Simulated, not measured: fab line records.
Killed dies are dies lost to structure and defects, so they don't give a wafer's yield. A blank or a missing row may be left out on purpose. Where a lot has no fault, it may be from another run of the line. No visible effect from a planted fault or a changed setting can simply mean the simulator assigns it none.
Lot-split experiment	flow ritCmos	23 wafers read from 5 lots, route of 202 steps

## SPLIT DETAILS
At RIT_M1_EXPOSE_06 (exposes mask M12, target cd 2600 nm), the setting doseMj was moved away from the recipe's 250 on 7 of the 23 wafers read, by -3.4% to +4.6%. The other wafers ran this setting at the recipe's value.

## FROM THE SPLIT TO THE READING: what the file shows between them, 6 steps
- RIT_M1_PEB_07
- RIT_M1_DEVELOP_08: develop time 68 s
- RIT_M1_CD_MEAS_09: target cd 2600 nm
- RIT_M1_METAL_ETCH_12: etches Al in Cl2/BCl3, stops on SiO2, time 165 s, target depth 600 nm (also split here: overEtchFrac)
- RIT_M1_STRIP_13: strips in nmp, time 600 s
- RIT_M1_STRIP_14: strips in O2, time 180 s

## THE READING
Shown in nm: cdNm at RIT_M1_CD_MEAS_90, with target cd 2600 nm. A value of 2599 nm with a standard deviation of 3.1 nm is what fault-free wafers of this fab line usually give.

wafer	tool, chamber at the split	doseMj as run	against the recipe	cdNm, nm	against lot-mates on the recipe
L076.1	ilineStepper-02, 0	250	recipe	2598	-
L076.2	ilineStepper-02, 0	250	recipe	2599	-
L076.3	ilineStepper-02, 0	250	recipe	2601	-
L076.4	ilineStepper-02, 0	250	recipe	2599	-
L076.5	ilineStepper-02, 0	250	recipe	2602	-
L080.1	ilineStepper-02, 0	250	recipe	2600	-
L080.2	ilineStepper-02, 0	250	recipe	2602	-
L080.3	ilineStepper-02, 0	241.5	-3.4%	2613	+12
L080.4	ilineStepper-02, 0	241.5	-3.4%	2611	+10
L080.6	ilineStepper-02, 0	250	recipe	2600	-
L081.1	ilineStepper-01, 0	250	recipe	2603	-
L081.2	ilineStepper-01, 0	250	recipe	2600	-
L081.3	ilineStepper-01, 0	261.4	+4.6%	2591	-10
L081.5	ilineStepper-01, 0	261.4	+4.6%	2592	-10
L081.6	ilineStepper-01, 0	261.4	+4.6%	2590	-12
L082.1	ilineStepper-02, 0	250	recipe	2600	-
L082.3	ilineStepper-02, 0	250	recipe	2598	-
L082.6	ilineStepper-02, 0	250	recipe	2605	-
L085.1	ilineStepper-01, 0	250	recipe	2600	-
L085.2	ilineStepper-01, 0	257.4	+3.0%	2593	-6
L085.4	ilineStepper-01, 0	250	recipe	2598	-
L085.5	ilineStepper-01, 0	257.4	+3.0%	2595	-4
L085.6	ilineStepper-01, 0	250	recipe	2600	-

THE FIT
A straight line over all 23 wafers: cdNm changes by -2.45 nm for each +1% of doseMj; r = -0.93; the points scatter about the line by 2 nm.
The same after taking each lot's own level away (the mean of its wafers on the recipe; 23 wafers): -2.52 nm for each +1%; r = -0.94; scatter 1.9 nm.
That fit puts the effect of the largest move of doseMj on the reading at 11 nm.
Measured against the standard deviation above, the lots' own levels, which go from 2599.3 to 2601.5 nm, span 0.7 times it.
The two slopes are in agreement: the lot-to-lot level therefore moves the slope only a little.
Check: -11 nm against its lot-mates is what the line predicts for one of the wafers moved furthest among these (+4.6%) when that wafer is left out of the fit. Against them it came out at -10.5 nm.

## THESE WAFERS: OTHER SPLITS
Other splits were also applied to these wafers ahead of the reading. Each is held against what the fit with the lots' levels taken away leaves over:
other split on the same wafers	wafers away from the commonest value	r with cdNm (lot level and that fit taken away)
RIT_PSD_SOFTBAKE_02 tempC	8	-0.16
RIT_SDANNEAL_CLEAN_00 timeS	15	+0.02
RIT_CONTACT_CVD_00 timeS	10	+0.02
RIT_M1_METAL_ETCH_12 overEtchFrac	9	-0.33

## THE WHOLE CHAIN: every reading that the file lists as answering this split, in the file's order
step	what it does	reading	change (the file's fit)	r (the file's)
RIT_M1_CD_MEAS_09	target cd 2600 nm	cdNm	-2.78 nm for each +1% of the setting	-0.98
RIT_M1_CD_MEAS_90	target cd 2600 nm	cdNm	-2.55 nm for each +1% of the setting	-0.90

## FILE'S OWN FIT
cdNm changes by -2.55 nm for each +1% of doseMj, r = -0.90.
